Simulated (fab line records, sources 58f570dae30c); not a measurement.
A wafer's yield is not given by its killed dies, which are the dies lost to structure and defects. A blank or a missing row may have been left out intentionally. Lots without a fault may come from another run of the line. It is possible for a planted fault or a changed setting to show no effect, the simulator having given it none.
Matching of chambers    flow berkeley cmos170    3 sister chambers for UCB170_V2_CVD_00 on pecvd-04
The step deposits SiO2 from TEOS/O2, target thk 2000 nm, time 250 s. 3 wafers are shown with their chamber, then 7 later ones without.

## WAFERS PAIRED WITH THEIR CHAMBERS
wafer   chamber  heater power w (W)
L952.6  2        199
L953.1  1        306
L953.2  0        213

## WAFERS WITH NO CHAMBER GIVEN
wafer   heater power w (W)
L953.3  288
L955.1  306
L955.3  288
L955.4  215
L959.1  238
L959.4  293
L959.6  201

## EACH ONE'S CHAMBER
wafer    from the rows above       in truth
L953.3   1                         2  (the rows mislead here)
L955.1   1                         1
L955.3   1                         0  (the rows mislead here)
L955.4   can't be placed: 0 or 2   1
L959.1   can't be placed: 0 or 2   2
L959.4   1                         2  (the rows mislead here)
L959.6   can't be placed: 2 or 0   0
Correct placement for 1 of the 7. Cannot be placed on the basis of these rows: 3; the candidates contain the true chamber in 2. Number placed wrongly: 3.
How it was worked out, from the rows above alone: a wafer's distance from a chamber is the root of the sum, over the readings, of the square of ((its reading less the chamber's mean) divided by the reading's scatter). If the next closest chamber is less than 2 further off than the closest, the wafer can't be placed; otherwise it belongs to the closest. Each chamber's mean is taken over the wafers shown for it. The scatter (one wafer shown for each chamber): square how far every hidden wafer sits from the nearest shown wafer, average those squares and take the square root.
